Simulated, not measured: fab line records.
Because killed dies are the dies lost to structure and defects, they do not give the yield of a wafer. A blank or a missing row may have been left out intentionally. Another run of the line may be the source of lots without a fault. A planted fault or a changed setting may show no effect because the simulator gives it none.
Which tool was responsible? ; flow berkeley-cmos170 ; 48 wafers from 16 lots sampled at 3 of the route's 331 steps

## WHAT THE GAUGES SHOWED, per wafer
UCB170_V1_THK_MEAS_01. Usual: V1_TEOS_THK gives 2003 nm (standard deviation 25).
lot;measured;on;V1_TEOS_THK (nm);flag
L879;day 7 21:11;film-metro-04;1978 1998 1997;
L880;day 7 21:08;film-metro-04;1956 2020 1991;
L882;day 7 21:18;film-metro-01;1973 2003 1997;
L883;day 7 21:19;film-metro-04;1989 2071 2017;
L884;day 8 10:20;film-metro-01;2011 2020 2056;
L885;day 8 10:20;film-metro-03;1998 1998 2007;
L889;day 9 18:11;film-metro-04;1520 1543 1578;OFF
L890;day 10 00:47;film-metro-01;1985 1987 2004;
L892;day 10 00:46;film-metro-04;1510 1545 1549;OFF
L894;day 10 14:22;film-metro-03;1550 1568 1570;OFF
L895;day 10 14:22;film-metro-01;2008 2054 2013;
L896;day 10 14:22;film-metro-04;1978 1982 2036;
L893;day 10 14:32;film-metro-03;1551 1563 1569;OFF
L897;day 11 12:47;film-metro-04;1971 2008 2003;
L899;day 11 12:55;film-metro-01;2004 2015 2018;
L902;day 11 13:05;film-metro-03;2001 2030 2039;

UCB170_V1_THK_MEAS_04. Usual: V1_POLISHED_THK gives 1000.8 nm (standard deviation 1.2).
lot;measured;on;V1_POLISHED_THK (nm);flag
L879;day 7 21:55;film-metro-01;1001.0 999.2 999.1;
L880;day 7 21:37;film-metro-01;997.9 1001.0 1000.1;
L882;day 7 21:58;film-metro-03;1001.3 1001.4 1001.7;
L883;day 7 22:14;film-metro-04;1000.9 999.9 1000.9;
L884;day 8 10:49;film-metro-03;1001.0 998.2 999.2;
L885;day 8 10:49;film-metro-04;999.8 1001.5 1000.6;
L889;day 9 18:40;film-metro-01;556.8 557.5 557.6;OFF
L890;day 10 01:16;film-metro-01;1003.7 1003.6 1003.0;
L892;day 10 01:33;film-metro-04;561.7 560.0 562.6;OFF
L894;day 10 14:50;film-metro-01;560.4 556.5 558.0;OFF
L895;day 10 14:51;film-metro-04;1001.5 1002.3 1000.1;
L896;day 10 15:08;film-metro-03;1000.0 1000.0 999.9;
L893;day 10 15:09;film-metro-01;560.3 559.8 559.9;OFF
L897;day 11 13:16;film-metro-04;1001.3 1002.3 1001.5;
L899;day 11 13:33;film-metro-04;1000.2 1002.0 999.5;
L902;day 11 13:51;film-metro-01;1001.5 1001.4 1000.9;

## WHICH TOOL RAN EACH LOT (tool, then ch and the chambers of the sampled wafers, then the start)
lot;UCB170_V1_CVD_00
L879;pecvd-02 ch 0,1, day 7 20:59
L880;pecvd-04 ch 0,1, day 7 20:59
L882;pecvd-04 ch 0,2, day 7 21:08
L883;pecvd-02 ch 0,2, day 7 21:08
L884;pecvd-01 ch 0,1,2, day 8 10:10
L885;pecvd-04 ch 1,2, day 8 10:10
L889;pecvd-04 ch 0,1, day 9 18:01
L890;pecvd-01 ch 1,2, day 10 00:37
L892;pecvd-04 ch 1,2, day 10 00:37
L894;pecvd-04 ch 0,1,2, day 10 14:13
L895;pecvd-01 ch 0,1, day 10 14:13
L896;pecvd-02 ch 0,1, day 10 14:13
L893;pecvd-04 ch 0,2, day 10 14:22
L897;pecvd-01 ch 0,1,2, day 11 12:37
L899;pecvd-01 ch 0,1,2, day 11 12:46
L902;pecvd-01 ch 0,1, day 11 12:55
- UCB170_V1_CVD_00: deposits SiO2 from TEOS/O2, target thk 2000 nm, time 250 s.

## AS READ BY THE TOOLS THEMSELVES (means over the sampled wafers that have a number; for cases with no such wafer, the mark the record gives instead)
UCB170_V1_CVD_00. Usual: heater-power-w at 268 W, with a standard deviation of 50.
lot;tool;heater-power-w (W);flag
L879;pecvd-02;265;
L880;pecvd-04;276;
L882;pecvd-04;243;
L883;pecvd-02;312;
L884;pecvd-01;255;
L885;pecvd-04;268;
L889;pecvd-04;281;
L890;pecvd-01;276;
L892;pecvd-04;252;
L894;pecvd-04;291;
L895;pecvd-01;225;
L896;pecvd-02;246;
L893;pecvd-04;263;
L897;pecvd-01;249;
L899;pecvd-01;299;
L902;pecvd-01;243;

## THE ANSWER, worked out from the rows above alone
Rule: lot off if the mean of its wafers having a number is beyond 3 standard deviations from the usual mean. Also off: a lot with no number at a reading for which 4 or more lots have one. The other lots that the step has rows for count as sound. Order of review: gauges by route order, followed by the tools' own readings, for which a lot's mean as printed above is used. At the first step where some lot is off, the reading lying furthest off is the one used; lots without a number count as furthest.
Off: L889, L892, L894, L893, at UCB170_V1_THK_MEAS_01 (V1_TEOS_THK).
If a tool, at a process step before that reading, ran all the lots that are off and no sound lot after the first of them, it fits. Those tools and the gauges at UCB170_V1_THK_MEAS_01 are tried in the same way. One fits: pecvd-04 at UCB170_V1_CVD_00. Its last sound lot is L885 (day 8 10:10), its first lot that is off L889 (day 9 18:01): a fault that began between those two fits.

## WHAT THE SIMULATOR HAD PUT IN
Site profile drift: pecvd-04, from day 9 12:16 on, at UCB170_V1_CVD_00. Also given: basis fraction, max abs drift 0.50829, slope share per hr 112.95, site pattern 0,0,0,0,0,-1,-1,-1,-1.
Shown lots that were struck: L889, L892, L894, L893. The rule above reached the same finding.
